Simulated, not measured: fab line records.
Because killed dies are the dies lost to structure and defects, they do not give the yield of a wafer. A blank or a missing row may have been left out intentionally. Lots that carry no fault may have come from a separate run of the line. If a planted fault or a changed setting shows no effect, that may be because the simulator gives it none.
Which tool is to blame? ; flow berkeley_cmos170 ; 45 wafers from 15 lots sampled at 5 of the route's 331 steps

## WHAT THE GAUGES READ, wafer by wafer
UCB170_WELLDRIVE_THK_MEAS_02.
lot;measured;on;WELLDRIVE_OXIDE_THK (nm)
L324;day 4 06:38;film_metro-04;207 206 208
L325;day 4 06:38;film_metro-02;208 208 209
L328;day 5 01:23;film_metro-02;206 209 210
L330;day 5 15:51;film_metro-01;199 197 198
L333;day 5 15:52;film_metro-02;202 197 200
L338;day 6 10:14;film_metro-01;205 203 203
L334;day 6 10:14;film_metro-04;194 195 195
L339;day 6 19:59;film_metro-01;209 206 208
L342;day 7 09:22;film_metro-02;197 196 197
L340;day 7 09:23;film_metro-01;199 198 197
L341;day 7 09:26;film_metro-01;199 201 200
L344;day 7 23:29;film_metro-01;201 198 200
L343;day 7 23:30;film_metro-04;200 199 200
L345;day 8 01:39;film_metro-04;194 196 195
L346;day 8 07:25;film_metro-02;200 203 202

UCB170_GATE_THK_MEAS_02.
lot;measured;on;GATE_OXIDE_THK (nm)
L324;day 6 16:31;film_metro-01;6.63 6.64 6.58
L325;day 6 16:29;film_metro-04;6.79 6.91 6.65
L328;day 7 15:59;film_metro-02;6.73 6.67 6.65
L330;day 8 03:44;film_metro-04;10.83 10.75 10.65
L333;day 8 03:44;film_metro-02;10.92 11.25 11.20
L338;day 9 00:46;film_metro-01;6.71 6.70 6.64
L334;day 9 03:25;film_metro-01;10.81 10.89 11.01
L339;day 9 00:53;film_metro-01;6.71 6.69 6.66
L342;day 9 23:49;film_metro-02;6.61 6.62 6.62
L340;day 9 23:50;film_metro-04;6.67 6.78 6.78
L341;day 9 23:49;film_metro-01;6.62 6.64 6.56
L344;day 10 14:02;film_metro-04;6.33 6.33 6.26
L343;day 10 13:59;film_metro-04;6.43 6.39 6.55
L345;day 10 13:58;film_metro-01;6.44 6.57 6.57
L346;day 10 20:58;film_metro-04;6.38 6.36 6.41

## WHICH TOOL RAN EACH LOT (tool, then ch and the chambers of the sampled wafers, then the start)
lot;UCB170_NVT_STRIP_08;UCB170_PVT_STRIP_08;UCB170_GATE_OXIDATION_01
L324;plasma_asher-02 ch 0,1, day 6 09:55;plasma_asher-01 ch 0,1, day 6 11:53;furnace-04 ch 0, day 6 14:58
L325;plasma_asher-01 ch 0,1, day 6 09:43;plasma_asher-01 ch 0,1, day 6 11:07;furnace-04 ch 0, day 6 14:58
L328;plasma_asher-02 ch 0, day 7 09:26;plasma_asher-01 ch 0,1, day 7 12:03;furnace-04 ch 0, day 7 14:28
L330;plasma_asher-01 ch 0, day 7 18:01;plasma_asher-03 ch 0,1, day 7 20:28;furnace-04 ch 0, day 7 23:29
L333;plasma_asher-02 ch 0,1, day 7 18:16;plasma_asher-01 ch 0, day 7 20:46;furnace-04 ch 0, day 7 23:29
L338;plasma_asher-03 ch 0,1, day 8 16:22;plasma_asher-04 ch 0,1, day 8 20:35;furnace-02 ch 0, day 8 23:04
L334;plasma_asher-02 ch 0,1, day 8 16:42;plasma_asher-01 ch 0,1, day 8 20:53;furnace-02 ch 0, day 8 23:04
L339;plasma_asher-01 ch 0,1, day 8 16:06;plasma_asher-03 ch 0,1, day 8 19:20;furnace-02 ch 0, day 8 23:04
L342;plasma_asher-01 ch 0,1, day 9 15:44;plasma_asher-04 ch 0,1, day 9 18:47;furnace-04 ch 0, day 9 22:19
L340;plasma_asher-02 ch 0,1, day 9 16:00;plasma_asher-03 ch 0,1, day 9 18:55;furnace-04 ch 0, day 9 22:19
L341;plasma_asher-02 ch 0,1, day 9 15:28;plasma_asher-01 ch 0,1, day 9 19:03;furnace-04 ch 0, day 9 22:19
L344;plasma_asher-01 ch 0,1, day 10 05:08;plasma_asher-01 ch 0,1, day 10 06:38;furnace-04 ch 0, day 10 12:28
L343;plasma_asher-01 ch 0, day 10 04:35;plasma_asher-04 ch 0,1, day 10 06:23;furnace-04 ch 0, day 10 12:28
L345;plasma_asher-03 ch 0, day 10 04:51;plasma_asher-03 ch 0,1, day 10 06:31;furnace-04 ch 0, day 10 12:28
L346;plasma_asher-03 ch 0,1, day 10 13:22;plasma_asher-03 ch 0, day 10 14:57;furnace-01 ch 0, day 10 19:28
- UCB170_NVT_STRIP_08: strips in O2.
- UCB170_PVT_STRIP_08: strips in O2.
- UCB170_GATE_OXIDATION_01: target thk 6.6 nm, ox time 1800 s.

## WHAT THE TOOLS THEMSELVES READ (means of the sampled wafers that have a number; where no wafer has one, the mark that the record gives instead)
UCB170_NVT_STRIP_08.
lot;tool;chamber_pressure_mTorr (mTorr);drypump_motor_current_A (A);oes_product_au (a.u.);strip_time_to_endpoint_s (s)
L324;plasma_asher-02;3499;5.8;0.730;21.58
L325;plasma_asher-01;3496;5.7;0.734;21.62
L328;plasma_asher-02;3500;6.2;0.734;21.57
L330;plasma_asher-01;3498;5.5;0.735;21.51
L333;plasma_asher-02;3500;5.4;0.734;21.63
L338;plasma_asher-03;3501;6.4;0.733;21.60
L334;plasma_asher-02;3500;5.8;0.731;21.61
L339;plasma_asher-01;3498;5.7;0.737;21.55
L342;plasma_asher-01;3502;5.6;0.735;21.60
L340;plasma_asher-02;3497;5.4;0.734;21.68
L341;plasma_asher-02;3501;5.8;0.736;21.57
L344;plasma_asher-01;3501;5.8;0.736;21.59
L343;plasma_asher-01;3499;5.5;0.738;21.62
L345;plasma_asher-03;3500;6.6;0.730;21.57
L346;plasma_asher-03;3502;6.2;0.737;21.66

UCB170_PVT_STRIP_08.
lot;tool;chamber_pressure_mTorr (mTorr);drypump_motor_current_A (A);oes_product_au (a.u.);strip_time_to_endpoint_s (s)
L324;plasma_asher-01;3498;5.6;0.732;21.60
L325;plasma_asher-01;3500;5.6;0.734;21.64
L328;plasma_asher-01;3502;5.7;0.733;21.65
L330;plasma_asher-03;3499;6.2;0.736;21.67
L333;plasma_asher-01;3498;5.6;0.736;21.65
L338;plasma_asher-04;3499;6.1;0.736;21.68
L334;plasma_asher-01;3503;5.7;0.734;21.58
L339;plasma_asher-03;3504;6.4;0.740;21.69
L342;plasma_asher-04;3498;6.2;0.740;21.52
L340;plasma_asher-03;3499;6.4;0.736;21.74
L341;plasma_asher-01;3499;5.8;0.733;21.72
L344;plasma_asher-01;3502;5.8;0.734;21.58
L343;plasma_asher-04;3498;6.1;0.735;21.60
L345;plasma_asher-03;3501;6.4;0.738;21.60
L346;plasma_asher-03;3500;6.6;0.734;21.65

UCB170_GATE_OXIDATION_01.
lot;tool;tube_center_temp_C (C);zone_power_centre_pct (%);zone_power_load_pct (%)
L324;furnace-04;850.02;44.2;24.2
L325;furnace-04;849.89;44.2;24.3
L328;furnace-04;850.04;44.7;24.0
L330;furnace-04;850.03;44.5;24.1
L333;furnace-04;850.01;44.2;24.2
L338;furnace-02;850.01;45.2;25.9
L334;furnace-02;850.02;44.9;26.1
L339;furnace-02;850.05;44.8;26.0
L342;furnace-04;850.01;44.4;24.4
L340;furnace-04;849.87;44.6;24.1
L341;furnace-04;850.01;44.4;24.1
L344;furnace-04;850.01;44.1;24.1
L343;furnace-04;850.02;44.2;24.0
L345;furnace-04;849.96;44.6;24.3
L346;furnace-01;849.98;45.9;27.0

## THE ANSWER, worked out from the rows above alone
Rule: usual is defined by the lots themselves. The widest of any qualifying gaps counts: lots, ordered by their means at a reading, are off when they make up no more than a third of the lots, leave a main group of 4 or more, and stand apart from it by 3 or more times the standard deviation of that group's means. A main group is skipped when, at the precision printed for the reading in the tables above, its means are all equal. A lot without any number at a reading at which 4 lots or more have one is off too. The other lots that the step has rows for count as sound. Order of review: gauges by route order, followed by the tools' own readings, for which a lot's mean as printed above is used. At the first step where some lot is off, the reading lying furthest off is the one used; lots without a number count as furthest.
Off: at UCB170_GATE_THK_MEAS_02 (GATE_OXIDE_THK), L330, L333, L334. The main group has a mean of 6.59 nm with a standard deviation of 0.14.
If a tool, at a process step before that reading, ran all the lots that are off and no sound lot after the first of them, it fits. Gauges at UCB170_GATE_THK_MEAS_02: tried the same way as those tools. None of those tried fits.

## WHAT THE SIMULATOR HAD PUT IN
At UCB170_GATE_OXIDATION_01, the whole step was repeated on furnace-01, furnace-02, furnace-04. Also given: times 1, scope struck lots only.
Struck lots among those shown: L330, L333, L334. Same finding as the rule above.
